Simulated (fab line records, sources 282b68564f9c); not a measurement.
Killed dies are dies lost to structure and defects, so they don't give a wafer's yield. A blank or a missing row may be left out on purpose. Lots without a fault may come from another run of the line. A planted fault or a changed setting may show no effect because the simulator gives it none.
Which tool did it? | flow rit_cmos | 14 lots, 42 wafers sampled, at 2 steps of a route of 202

WHAT THE GAUGES READ, wafer by wafer
The record holds no reading of a measuring or inspecting step that can be judged against a usual standard deviation.

WHICH TOOL RAN EACH LOT (tool, then ch and the chambers of the sampled wafers, then the start)
lot  | RIT_PSD_DEVELOP_05               | RIT_M1_PROBE_99
L705 | litho_track-03 ch 0, day 3 05:00 | prober-02, day 3 14:24
L706 | litho_track-02 ch 0, day 3 09:00 | prober-01, day 3 18:32
L707 | litho_track-02 ch 0, day 3 16:00 | prober-02, day 4 01:25
L708 | litho_track-03 ch 0, day 4 00:00 | prober-01, day 4 08:49
L709 | litho_track-03 ch 0, day 4 09:00 | prober-01, day 4 18:41
L716 | litho_track-02 ch 0, day 5 12:00 | prober-01, day 5 21:31
L717 | litho_track-02 ch 0, day 5 17:00 | prober-02, day 6 02:25
L719 | litho_track-01 ch 0, day 6 03:00 | prober-02, day 6 12:10
L721 | litho_track-03 ch 0, day 6 10:00 | prober-02, day 6 19:02
L722 | litho_track-03 ch 0, day 6 15:00 | prober-01, day 7 00:59
L723 | litho_track-03 ch 0, day 7 00:00 | prober-02, day 7 09:56
L724 | litho_track-01 ch 0, day 7 03:00 | prober-01, day 7 13:02
L726 | litho_track-03 ch 0, day 7 13:00 | prober-01, day 7 22:16
L728 | litho_track-01 ch 0, day 7 22:00 | prober-01, day 8 07:22
- RIT_PSD_DEVELOP_05: develop time 50 s.
- RIT_M1_PROBE_99

WHAT THE TOOLS THEMSELVES READ (means of the sampled wafers that have a number; where no wafer has one, the mark that the record gives instead)
RIT_PSD_DEVELOP_05. Usual: chill_plate_temp_C 23.02 C, standard deviation 0.12; developer_temp_C 22.99 C, standard deviation 0.11.
lot  | tool           | chill_plate_temp_C (C) | developer_temp_C (C) | flag
L705 | litho_track-03 | 23.18                  | 23.00                |
L706 | litho_track-02 | 23.08                  | 22.82                |
L707 | litho_track-02 | 22.91                  | 23.17                |
L708 | litho_track-03 | 23.00                  | 22.94                |
L709 | litho_track-03 | 22.91                  | 22.97                |
L716 | litho_track-02 | 23.16                  | 22.08                | OFF
L717 | litho_track-02 | 23.01                  | 21.99                | OFF
L719 | litho_track-01 | 23.00                  | 23.05                |
L721 | litho_track-03 | 23.08                  | 22.98                |
L722 | litho_track-03 | 22.97                  | 23.06                |
L723 | litho_track-03 | 22.95                  | 23.08                |
L724 | litho_track-01 | 23.00                  | 22.86                |
L726 | litho_track-03 | 23.22                  | 23.07                |
L728 | litho_track-01 | 22.93                  | 23.04                |

RIT_M1_PROBE_99. Usual: killed_at_M0_to_M3 0.0, standard deviation 0.12; killed_at_contacts 0.1, standard deviation 0.31; killed_at_front_end 8, standard deviation 3.1; killed_dies 8, standard deviation 3.2; killed_open 3.9, standard deviation 2.2; killed_short 3.8, standard deviation 2.1.
lot  | tool      | killed_at_M0_to_M3 | killed_at_contacts | killed_at_front_end | killed_dies | killed_open | killed_short | flag
L705 | prober-02 | 0.0                | 0.0                | 11                  | 11          | 5.3         | 5.3          |
L706 | prober-01 | 0.0                | 0.0                | 4                   | 4           | 2.3         | 2.0          |
L707 | prober-02 | 0.0                | 0.0                | 9                   | 9           | 4.0         | 5.0          |
L708 | prober-01 | 0.0                | 0.0                | 6                   | 6           | 3.3         | 2.7          |
L709 | prober-01 | 0.0                | 0.0                | 8                   | 8           | 4.0         | 3.7          |
L716 | prober-01 | 0.0                | 0.0                | 7                   | 7           | 4.0         | 3.3          |
L717 | prober-02 | 0.0                | 0.0                | 9                   | 9           | 5.7         | 3.3          |
L719 | prober-02 | 0.0                | 0.0                | 7                   | 7           | 4.0         | 2.7          |
L721 | prober-02 | 0.3                | 0.0                | 8                   | 9           | 3.7         | 5.0          |
L722 | prober-01 | 0.0                | 0.0                | 9                   | 9           | 4.7         | 4.7          |
L723 | prober-02 | 0.0                | 0.0                | 9                   | 9           | 3.3         | 5.3          |
L724 | prober-01 | 0.0                | 0.3                | 8                   | 8           | 5.7         | 2.7          |
L726 | prober-01 | 0.0                | 0.0                | 11                  | 11          | 6.7         | 4.0          |
L728 | prober-01 | 0.0                | 0.0                | 7                   | 7           | 3.0         | 4.0          |

THE ANSWER, worked out from the rows above alone
Rule: a lot is off if the mean of its wafers that have a number lies more than 3 standard deviations from the usual mean. A lot without any number at a reading at which 4 lots or more have one is off too. The other lots that the step has rows for count as sound. The gauges are gone through in route order, then the tools' own readings, and for those a lot's mean is taken as printed above. The first step at which some lot is off is used, and at that step the reading that is off furthest; a lot without a number counts as furthest.
Off: L716, L717, at RIT_PSD_DEVELOP_05 (developer_temp_C).
A tool fits if, at that step or a process step before it, it ran every lot that is off, and no sound lot after the first of them. One fits: litho_track-02 at RIT_PSD_DEVELOP_05. Its last sound lot is L707 (day 3 16:00), its first lot that is off L716 (day 5 12:00): a fault that began between those two fits.
The tool's own readings at RIT_PSD_DEVELOP_05 bear it out: on the lots that are off they differ by more than 5 times the standard deviation of the sound lots' means. developer_temp_C reads 22.03 C there against 23.00 C on the sound lots.

WHAT THE SIMULATOR HAD PUT IN
Process parameter drift: litho_track-02, from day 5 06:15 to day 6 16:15, at RIT_PSD_DEVELOP_05. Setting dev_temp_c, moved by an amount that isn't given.
Lots struck among those shown: L716, L717. The rule above found the same.
